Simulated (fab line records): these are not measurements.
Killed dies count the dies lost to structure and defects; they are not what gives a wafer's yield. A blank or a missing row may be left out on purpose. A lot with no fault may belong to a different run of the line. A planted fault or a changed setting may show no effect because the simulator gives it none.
What tool caused it? ; flow rit-cmos ; Sampling: 7 lots, 21 wafers, 2 of 202 route steps

## WHAT THE GAUGES SHOWED, per wafer
RIT_SDANNEAL_RS_MEAS_05: measures by four-point-probe.
lot;measured;on;NSD_RS (ohm/sq)
L485;day 3 16:34;film-metro-04;84.4 85.0 84.8
L487;day 4 01:59;film-metro-01;84.3 84.1 84.2
L489;day 4 13:30;film-metro-01;84.2 84.5 84.6
L493;day 5 10:55;film-metro-04;84.7 84.9 84.9
L495;day 6 00:35;film-metro-04;84.5 84.7 84.4
L501;day 7 11:14;film-metro-01;78.8 78.7 79.0
L504;day 7 22:38;film-metro-01;84.4 84.6 84.4

## WHAT TOOL EACH LOT RAN ON (gives the tool, then ch and the chambers of the sampled wafers, and finally the start)
lot;RIT_NSD_IMPLANT_08
L485;implanter-02 ch 0, day 3 14:06
L487;implanter-01 ch 0, day 3 23:29
L489;implanter-02 ch 0, day 4 11:10
L493;implanter-04 ch 0, day 5 08:19
L495;implanter-04 ch 0, day 5 22:07
L501;implanter-01 ch 0, day 7 08:25
L504;implanter-02 ch 0, day 7 20:09
- RIT_NSD_IMPLANT_08

## THE ANSWER, worked out from the rows above alone
Rule: the lots themselves supply what counts as usual. Put in order of their means at a reading, lots are off if they are a third of the lots or fewer, leave a main group of 4 or more, and stand apart from it by a gap of 3 or more times the standard deviation of the main group's means; of several such gaps the widest counts. A main group is skipped when, at the precision printed for the reading in the tables above, its means are all equal. A lot without any number at a reading at which 4 lots or more have one is off too. The other lots that the step has rows for count as sound.
Off: L501, seen at RIT_SDANNEAL_RS_MEAS_05 (NSD_RS). For the main group the mean is 84.5 ohm/sq and the standard deviation 0.21.
If a tool, at a process step before that reading, ran all the lots that are off and no sound lot after the first of them, it fits. The gauges at RIT_SDANNEAL_RS_MEAS_05 are tried like those tools. One fits: implanter-01 at RIT_NSD_IMPLANT_08. Its last sound lot is L487 (day 3 23:29), its first lot that is off L501 (day 7 08:25): a fault that began between those two fits.

## WHAT THE SIMULATOR HAD PUT IN
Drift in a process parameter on implanter-01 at RIT_NSD_IMPLANT_08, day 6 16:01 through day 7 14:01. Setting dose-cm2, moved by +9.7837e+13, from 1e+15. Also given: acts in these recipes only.
Shown lots that were struck: L501. Same finding as the rule above.
